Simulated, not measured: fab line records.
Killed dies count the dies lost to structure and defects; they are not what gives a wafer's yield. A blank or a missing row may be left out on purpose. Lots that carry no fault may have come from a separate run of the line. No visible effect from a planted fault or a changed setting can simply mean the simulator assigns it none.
Which tool did it? || flow rit-cmos || Sampling: 13 lots, 39 wafers, 4 of 202 route steps

## WHAT EACH GAUGE READ, for each wafer
RIT_WELLDRIVE_RS_MEAS_02: the measuring method here is four-point-probe.
{"lot": "L705", "measured": "day 2 04:31", "on": "film-metro-02", "PWELL_RS (ohm/sq)": "430.8 431.3 429.9"}
{"lot": "L706", "measured": "day 2 09:31", "on": "film-metro-04", "PWELL_RS (ohm/sq)": "430.9 429.1 430.4"}
{"lot": "L707", "measured": "day 2 13:35", "on": "film-metro-04", "PWELL_RS (ohm/sq)": "429.1 429.0 429.1"}
{"lot": "L708", "measured": "day 2 19:08", "on": "film-metro-01", "PWELL_RS (ohm/sq)": "430.3 430.9 431.5"}
{"lot": "L709", "measured": "day 3 00:57", "on": "film-metro-01", "PWELL_RS (ohm/sq)": "431.9 430.9 429.9"}
{"lot": "L710", "measured": "day 3 07:14", "on": "film-metro-01", "PWELL_RS (ohm/sq)": "429.7 428.3 427.9"}
{"lot": "L717", "measured": "day 4 21:03", "on": "film-metro-01", "PWELL_RS (ohm/sq)": "428.9 429.4 428.4"}
{"lot": "L718", "measured": "day 5 00:07", "on": "film-metro-01", "PWELL_RS (ohm/sq)": "430.7 431.1 429.5"}
{"lot": "L720", "measured": "day 5 08:57", "on": "film-metro-01", "PWELL_RS (ohm/sq)": "428.5 428.0 428.7"}
{"lot": "L722", "measured": "day 5 16:50", "on": "film-metro-01", "PWELL_RS (ohm/sq)": "430.9 430.4 429.8"}
{"lot": "L724", "measured": "day 6 03:34", "on": "film-metro-02", "PWELL_RS (ohm/sq)": "429.1 429.0 430.5"}
{"lot": "L726", "measured": "day 6 12:55", "on": "film-metro-01", "PWELL_RS (ohm/sq)": "429.0 428.5 428.4"}
{"lot": "L728", "measured": "day 6 23:20", "on": "film-metro-04", "PWELL_RS (ohm/sq)": "430.2 430.8 430.8"}

RIT_GATE_OVL_MEAS_17.
{"lot": "L705", "measured": "day 2 13:02", "on": "overlay-01", "GATE_OVL (nm)": "0.8 -1.0 2.2"}
{"lot": "L706", "measured": "day 2 18:21", "on": "overlay-01", "GATE_OVL (nm)": "0.7 0.0 1.0"}
{"lot": "L707", "measured": "day 2 21:40", "on": "overlay-01", "GATE_OVL (nm)": "2.3 2.9 2.2"}
{"lot": "L708", "measured": "day 3 04:10", "on": "overlay-02", "GATE_OVL (nm)": "1.1 -0.7 0.6"}
{"lot": "L709", "measured": "day 3 08:56", "on": "overlay-01", "GATE_OVL (nm)": "1.5 1.2 1.3"}
{"lot": "L710", "measured": "day 3 18:18", "on": "overlay-02", "GATE_OVL (nm)": "1.4 4.3 3.7"}
{"lot": "L717", "measured": "day 5 05:47", "on": "overlay-01", "GATE_OVL (nm)": "-0.5 -0.1 -1.7"}
{"lot": "L718", "measured": "day 5 12:05", "on": "overlay-01", "GATE_OVL (nm)": "1.5 2.7 3.5"}
{"lot": "L720", "measured": "day 5 18:54", "on": "overlay-02", "GATE_OVL (nm)": "1.5 2.8 1.4"}
{"lot": "L722", "measured": "day 6 01:08", "on": "overlay-02", "GATE_OVL (nm)": "0.4 1.1 -2.1"}
{"lot": "L724", "measured": "day 6 12:29", "on": "overlay-02", "GATE_OVL (nm)": "1.5 0.4 0.3"}
{"lot": "L726", "measured": "day 6 22:28", "on": "overlay-01", "GATE_OVL (nm)": "-1.6 -0.7 -0.7"}
{"lot": "L728", "measured": "day 7 07:50", "on": "overlay-02", "GATE_OVL (nm)": "-1.3 -1.0 1.7"}

RIT_SDANNEAL_RS_MEAS_07: the measuring method here is four-point-probe.
{"lot": "L705", "measured": "day 3 03:07", "on": "film-metro-01", "NLDD_RS (ohm/sq)": "151.3 151.9 151.6"}
{"lot": "L706", "measured": "day 3 07:23", "on": "film-metro-03", "NLDD_RS (ohm/sq)": "151.2 151.0 151.6"}
{"lot": "L707", "measured": "day 3 11:43", "on": "film-metro-01", "NLDD_RS (ohm/sq)": "152.2 151.9 151.7"}
{"lot": "L708", "measured": "day 3 16:59", "on": "film-metro-01", "NLDD_RS (ohm/sq)": "151.7 151.9 151.4"}
{"lot": "L709", "measured": "day 3 23:02", "on": "film-metro-01", "NLDD_RS (ohm/sq)": "151.2 151.9 151.6"}
{"lot": "L710", "measured": "day 4 09:48", "on": "film-metro-01", "NLDD_RS (ohm/sq)": "151.7 152.0 151.7"}
{"lot": "L717", "measured": "day 5 20:00", "on": "film-metro-01", "NLDD_RS (ohm/sq)": "152.4 151.9 152.5"}
{"lot": "L718", "measured": "day 6 01:53", "on": "film-metro-02", "NLDD_RS (ohm/sq)": "151.6 151.7 152.2"}
{"lot": "L720", "measured": "day 6 09:19", "on": "film-metro-02", "NLDD_RS (ohm/sq)": "151.5 151.5 151.3"}
{"lot": "L722", "measured": "day 6 14:46", "on": "film-metro-03", "NLDD_RS (ohm/sq)": "152.0 152.0 152.3"}
{"lot": "L724", "measured": "day 7 01:37", "on": "film-metro-02", "NLDD_RS (ohm/sq)": "151.8 151.8 151.9"}
{"lot": "L726", "measured": "day 7 11:32", "on": "film-metro-02", "NLDD_RS (ohm/sq)": "151.1 151.9 151.4"}
{"lot": "L728", "measured": "day 7 21:10", "on": "film-metro-02", "NLDD_RS (ohm/sq)": "151.8 151.7 151.7"}

## WHAT TOOL EACH LOT RAN ON (gives the tool, then ch and the chambers of the sampled wafers, and finally the start)
{"lot": "L705", "RIT_GATE_ETCH_19": "rie-si-02 ch 0,1,3, day 2 13:14"}
{"lot": "L706", "RIT_GATE_ETCH_19": "rie-si-01 ch 0,3, day 2 18:32"}
{"lot": "L707", "RIT_GATE_ETCH_19": "rie-si-02 ch 0,1,2, day 2 21:51"}
{"lot": "L708", "RIT_GATE_ETCH_19": "rie-si-01 ch 1,2,3, day 3 04:22"}
{"lot": "L709", "RIT_GATE_ETCH_19": "rie-si-02 ch 0,1,2, day 3 09:07"}
{"lot": "L710", "RIT_GATE_ETCH_19": "rie-si-01 ch 0,1,2, day 3 18:29"}
{"lot": "L717", "RIT_GATE_ETCH_19": "rie-si-02 ch 0,1,2, day 5 05:58"}
{"lot": "L718", "RIT_GATE_ETCH_19": "rie-si-02 ch 0,2,3, day 5 12:16"}
{"lot": "L720", "RIT_GATE_ETCH_19": "rie-si-01 ch 0,1,2, day 5 19:05"}
{"lot": "L722", "RIT_GATE_ETCH_19": "rie-si-01 ch 0,2,3, day 6 01:19"}
{"lot": "L724", "RIT_GATE_ETCH_19": "rie-si-01 ch 1,2, day 6 12:40"}
{"lot": "L726", "RIT_GATE_ETCH_19": "rie-si-01 ch 0,3, day 6 22:41"}
{"lot": "L728", "RIT_GATE_ETCH_19": "rie-si-01 ch 2,3, day 7 08:02"}
- RIT_GATE_ETCH_19: etches poly-Si in SF6/CHF3/O2, stops on SiO2, time 165 s, target depth 312.5 nm.

## WHAT THE TOOLS THEMSELVES READ (means of the sampled wafers that have a number; where no wafer has one, the mark that the record gives instead)
RIT_GATE_ETCH_19.
{"lot": "L705", "tool": "rie-si-02", "drypump-motor-current-A (A)": 5.3, "oes-product-au (a.u.)": 0.830, "run-length-s (s)": 192.7, "throttle-valve-pct (%)": 10.18}
{"lot": "L706", "tool": "rie-si-01", "drypump-motor-current-A (A)": 5.1, "oes-product-au (a.u.)": 0.835, "run-length-s (s)": 193.4, "throttle-valve-pct (%)": 10.22}
{"lot": "L707", "tool": "rie-si-02", "drypump-motor-current-A (A)": 5.7, "oes-product-au (a.u.)": 0.847, "run-length-s (s)": 193.4, "throttle-valve-pct (%)": 10.08}
{"lot": "L708", "tool": "rie-si-01", "drypump-motor-current-A (A)": 5.3, "oes-product-au (a.u.)": 0.831, "run-length-s (s)": 193.3, "throttle-valve-pct (%)": 10.24}
{"lot": "L709", "tool": "rie-si-02", "drypump-motor-current-A (A)": 5.7, "oes-product-au (a.u.)": 0.841, "run-length-s (s)": 193.3, "throttle-valve-pct (%)": 10.08}
{"lot": "L710", "tool": "rie-si-01", "drypump-motor-current-A (A)": 5.3, "oes-product-au (a.u.)": 0.829, "run-length-s (s)": 193.3, "throttle-valve-pct (%)": 10.26}
{"lot": "L717", "tool": "rie-si-02", "drypump-motor-current-A (A)": 5.7, "oes-product-au (a.u.)": 0.644, "run-length-s (s)": 276.6, "throttle-valve-pct (%)": 10.08}
{"lot": "L718", "tool": "rie-si-02", "drypump-motor-current-A (A)": 5.5, "oes-product-au (a.u.)": 0.648, "run-length-s (s)": 276.5, "throttle-valve-pct (%)": 10.19}
{"lot": "L720", "tool": "rie-si-01", "drypump-motor-current-A (A)": 5.3, "oes-product-au (a.u.)": 0.829, "run-length-s (s)": 193.2, "throttle-valve-pct (%)": 10.28}
{"lot": "L722", "tool": "rie-si-01", "drypump-motor-current-A (A)": 5.1, "oes-product-au (a.u.)": 0.833, "run-length-s (s)": 193.3, "throttle-valve-pct (%)": 10.23}
{"lot": "L724", "tool": "rie-si-01", "drypump-motor-current-A (A)": 5.5, "oes-product-au (a.u.)": 0.826, "run-length-s (s)": 193.1, "throttle-valve-pct (%)": 10.28}
{"lot": "L726", "tool": "rie-si-01", "drypump-motor-current-A (A)": 5.1, "oes-product-au (a.u.)": 0.837, "run-length-s (s)": 193.3, "throttle-valve-pct (%)": 10.22}
{"lot": "L728", "tool": "rie-si-01", "drypump-motor-current-A (A)": 5.0, "oes-product-au (a.u.)": 0.837, "run-length-s (s)": 193.0, "throttle-valve-pct (%)": 10.25}

## THE ANSWER, worked out from the rows above alone
Rule: what is usual is taken from the lots themselves. The widest of any qualifying gaps counts: lots, ordered by their means at a reading, are off when they make up no more than a third of the lots, leave a main group of 4 or more, and stand apart from it by 3 or more times the standard deviation of that group's means. A main group is skipped when, at the precision printed for the reading in the tables above, its means are all equal. Also off: a lot with no number at a reading for which 4 or more lots have one. Where the step has rows for the other lots, those lots are counted as sound. First the gauges in route order, then the tools' own readings, where a lot's mean is used as printed above. The first step at which some lot is off is used, and at that step the reading that is off furthest; a lot without a number counts as furthest.
Off: L717, L718 (RIT_GATE_ETCH_19, run-length-s). The main group: mean 193.2 s, standard deviation 0.2.
If a tool, at that step or one of the process steps before it, ran each lot that is off and ran no sound lot following the first of them, it fits. One fits: rie-si-02 at RIT_GATE_ETCH_19. A fault onset in the window from L709 (day 3 09:07, its last sound lot) to L717 (day 5 05:58, its first lot off) fits.
The tool's own readings at RIT_GATE_ETCH_19 bear it out: on the lots that are off they differ by more than 5 times the standard deviation of the sound lots' means. oes-product-au reads 0.646 a.u. there against 0.834 a.u. on the sound lots; run-length-s reads 276.6 s there against 193.2 s on the sound lots.

## WHAT THE SIMULATOR PUT IN
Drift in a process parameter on rie-si-02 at RIT_GATE_ETCH_19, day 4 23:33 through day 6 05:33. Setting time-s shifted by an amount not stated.
Lots struck among those shown: L717, L718. The rule above found the same.
